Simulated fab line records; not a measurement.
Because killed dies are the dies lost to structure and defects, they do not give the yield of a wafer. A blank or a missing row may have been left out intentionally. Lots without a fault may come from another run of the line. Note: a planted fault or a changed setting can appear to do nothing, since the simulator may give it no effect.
fab line records | flow ritCmos
record lots=5 | wafers=23
route steps=202 shown M1@192
startH: hours from the record's opening day to when the first of the lot's shown wafers began | waitH: how many hours have passed since the lot's step before this one | " same as the row above | L1.1+2: a single row standing in for several wafers | - value missing, or start not given | * or withheld: withheld | < > ~ a bound
route shown NAME@n: a module of which the file shows steps, and the number in the route of the first | usual: mean and standard deviation over wafers with no fault | same: alike in all rows | chamber/n: place in a boat | sites: the reading at each site | _std_site: their standard deviation | _edge_site: mean of outer sites minus mean of inner sites | radiusMm: for every site, how far away it sits from the centre of the wafer | mask NAME#n: copy n | behind: the most recent tool/chamber to have shaped the wafer | hold: the reason the lot was held/the length of the hold in hours/how it ended | device: the n, p or np transistor that did not switch | end of line: tests run on the same wafers once the route is complete | a step given without rows: its recipe and nothing more | killed: count of dies lost to structure and defects at first sort (not the wafer's yield) | map: dies across one wafer; x = killed, . = not, _ = none there
set.NAME: the setting the step ran with; set.NAME@STEP: the setting that earlier step ran with | model.NAME: the simulator's own value behind a step, which no gauge read
lots run with intentionally changed settings; tables by step, rows by wafer
## steps
# step RIT_M1_DEVELOP_08
# recipe resist=NOVOLAK | developTimeS=68 | devTempC=23
lot.wafer      | tool          | chamber | startH | waitH | set.developTimeS
L074.2+5+6     | lithoTrack-04 | 0       | -      | -     | 59.81
L074.3+4       | "             | 0       | "      | "     | 68
L076.2+5+6     | lithoTrack-02 | 0       | -      | -     | 68
L077.1+3+4+5+6 | lithoTrack-03 | 0       | -      | -     | 68
L079.1+5       | lithoTrack-03 | 0       | -      | -     | 68
L079.2+4+6     | "             | 0       | "      | "     | 58.47
L082.1+2+4+5+6 | lithoTrack-03 | 0       | -      | -     | 68
# step RIT_M1_CD_MEAS_09
# recipe targetCdNm=2600
# usual cdNm=2600.6/1.9
lot.wafer | tool     | chamber | startH | waitH | set.doseMj@M1_EXPOSE_06 | set.developTimeS@M1_DEVELOP_08 | cdNm
L074.2    | cdSem-02 | -       | 58.24  | -     | 266.9                   | 59.81                          | 2595.3
L074.3    | "        | -       | "      | "     | 266.9                   | 68                             | 2584.9
L074.4    | "        | -       | "      | "     | 250                     | 68                             | 2602.3
L074.5    | "        | -       | "      | "     | 250                     | 59.81                          | 2614.9
L074.6    | "        | -       | "      | "     | 250                     | 59.81                          | 2612.9
L076.2    | cdSem-01 | -       | 65.68  | -     | 250                     | 68                             | 2599.9
L076.5    | "        | -       | "      | "     | 250                     | 68                             | 2601.6
L076.6    | "        | -       | "      | "     | 250                     | 68                             | 2599.8
L077.1    | cdSem-01 | -       | 71.52  | -     | 256.5                   | 68                             | 2593.0
L077.3    | "        | -       | "      | "     | 250                     | 68                             | 2602.3
L077.4    | "        | -       | "      | "     | 250                     | 68                             | 2602.1
L077.5    | "        | -       | "      | "     | 256.5                   | 68                             | 2595.3
L077.6    | "        | -       | "      | "     | 250                     | 68                             | 2600.5
L079.1    | cdSem-01 | -       | 79.04  | -     | 250                     | 68                             | 2602.9
L079.2    | "        | -       | "      | "     | 264.7                   | 58.47                          | 2601.0
L079.4    | "        | -       | "      | "     | 264.7                   | 58.47                          | 2600.8
L079.5    | "        | -       | "      | "     | 264.7                   | 68                             | 2584.4
L079.6    | "        | -       | "      | "     | 250                     | 58.47                          | 2617.8
L082.1    | cdSem-01 | -       | 99.71  | -     | 250                     | 68                             | 2600.5
L082.2    | "        | -       | "      | "     | 250                     | 68                             | 2599.3
L082.4    | "        | -       | "      | "     | 264.8                   | 68                             | 2584.5
L082.5    | "        | -       | "      | "     | 264.8                   | 68                             | 2581.4
L082.6    | "        | -       | "      | "     | 250                     | 68                             | 2601.1
# step RIT_M1_HARDBAKE_11
# recipe resist=NOVOLAK | tempC=140 | timeS=120
# step RIT_M1_METAL_ETCH_12
# recipe stopOn=SiO2 | chemistry=Cl2/BCl3 | target=Al | timeS=165 | overEtchFrac=0.5 | pressureMtorr=100 | targetDepthA=6000 | rfW=250 | Cl2_flow_sccm=60 | bcl3FlowSccm=50
lot.wafer | tool        | chamber | startH | waitH | set.doseMj@M1_EXPOSE_06 | set.developTimeS@M1_DEVELOP_08 | model.M1.cdNm
L074.2    | rieMetal-02 | 0       | 58.63  | 0.2   | 266.9                   | 59.81                          | 2595
L074.3    | "           | 0       | "      | "     | 266.9                   | 68                             | 2584
L074.4    | "           | 1       | "      | "     | 250                     | 68                             | 2601
L074.5    | "           | 1       | "      | "     | 250                     | 59.81                          | 2614
L074.6    | "           | 0       | "      | "     | 250                     | 59.81                          | 2613
L076.2    | rieMetal-04 | 1       | 66.06  | 0.2   | 250                     | 68                             | 2599
L076.5    | "           | 0       | "      | "     | 250                     | 68                             | 2602
L076.6    | "           | 1       | "      | "     | 250                     | 68                             | 2600
L077.1    | rieMetal-02 | 0       | 71.93  | 0.2   | 256.5                   | 68                             | 2592
L077.3    | "           | 0       | "      | "     | 250                     | 68                             | 2602
L077.4    | "           | 1       | "      | "     | 250                     | 68                             | 2600
L077.5    | "           | 0       | "      | "     | 256.5                   | 68                             | 2595
L077.6    | "           | 1       | "      | "     | 250                     | 68                             | 2598
L079.1    | rieMetal-04 | 0       | 79.45  | 0.2   | 250                     | 68                             | 2601
L079.2+4  | "           | 1,0     | "      | "     | 264.7                   | 58.47                          | 2601
L079.5    | "           | 0       | "      | "     | 264.7                   | 68                             | 2585
L079.6    | "           | 1       | "      | "     | 250                     | 58.47                          | 2616
L082.1+6  | rieMetal-04 | 0       | 100.12 | 0.2   | 250                     | 68                             | 2602
L082.2    | "           | 1       | "      | "     | 250                     | 68                             | 2600
L082.4    | "           | 0       | "      | "     | 264.8                   | 68                             | 2586
L082.5    | "           | 1       | "      | "     | 264.8                   | 68                             | 2584
# step RIT_M1_STRIP_13
# recipe chemistry=nmp | resist=NOVOLAK | tempC=80 | timeS=617 | dry=n2Spin
# step RIT_M1_STRIP_14
# recipe chemistry=O2 | timeS=180 | platenTempC=withheld | powerW=500 | pressureMtorr=4000 | o2FlowSccm=4000
# step RIT_M1_CD_MEAS_90
# recipe targetCdNm=2600
# usual cdNm=2600.6/2
lot.wafer | tool     | chamber | startH | waitH | set.doseMj@M1_EXPOSE_06 | set.developTimeS@M1_DEVELOP_08 | cdNm
L074.2    | cdSem-02 | -       | 59.16  | 0.1   | 266.9                   | 59.81                          | 2594.7
L074.3    | "        | -       | "      | "     | 266.9                   | 68                             | 2583.9
L074.4    | "        | -       | "      | "     | 250                     | 68                             | 2601.1
L074.5    | "        | -       | "      | "     | 250                     | 59.81                          | 2614.4
L074.6    | "        | -       | "      | "     | 250                     | 59.81                          | 2612.9
L076.2    | cdSem-02 | -       | 66.60  | 0.1   | 250                     | 68                             | 2599.1
L076.5    | "        | -       | "      | "     | 250                     | 68                             | 2602.4
L076.6    | "        | -       | "      | "     | 250                     | 68                             | 2600.1
L077.1    | cdSem-02 | -       | 72.44  | 0.1   | 256.5                   | 68                             | 2591.8
L077.3    | "        | -       | "      | "     | 250                     | 68                             | 2601.5
L077.4    | "        | -       | "      | "     | 250                     | 68                             | 2600.1
L077.5    | "        | -       | "      | "     | 256.5                   | 68                             | 2594.6
L077.6    | "        | -       | "      | "     | 250                     | 68                             | 2598.4
L079.1    | cdSem-01 | -       | 80.00  | 0.1   | 250                     | 68                             | 2601.5
L079.2    | "        | -       | "      | "     | 264.7                   | 58.47                          | 2601.4
L079.4    | "        | -       | "      | "     | 264.7                   | 58.47                          | 2600.4
L079.5    | "        | -       | "      | "     | 264.7                   | 68                             | 2584.9
L079.6    | "        | -       | "      | "     | 250                     | 58.47                          | 2615.7
L082.1    | cdSem-01 | -       | 100.71 | 0.2   | 250                     | 68                             | 2601.9
L082.2    | "        | -       | "      | "     | 250                     | 68                             | 2599.9
L082.4    | "        | -       | "      | "     | 264.8                   | 68                             | 2585.9
L082.5    | "        | -       | "      | "     | 264.8                   | 68                             | 2583.4
L082.6    | "        | -       | "      | "     | 250                     | 68                             | 2602.4
## key
split step=RIT_M1_DEVELOP_08 | setting=developTimeS | stated=68 | by=wafer
response step=RIT_M1_CD_MEAS_09 | reading=cdNm | slope=-1.02 | per=1% | togetherWith=doseMj@M1_EXPOSE_06 | explained=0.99
response step=RIT_M1_METAL_ETCH_12 | reading=model.M1.cdNm | slope=-1.05 | per=1% | togetherWith=doseMj@M1_EXPOSE_06 | explained=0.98
response step=RIT_M1_CD_MEAS_90 | reading=cdNm | slope=-1.05 | per=1% | togetherWith=doseMj@M1_EXPOSE_06 | explained=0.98
split outsideThisFile step=RIT_M1_EXPOSE_06 setting=doseMj
# split outsideThisFile: this setting was split too, and the file shows its column; the key of that split is in another file
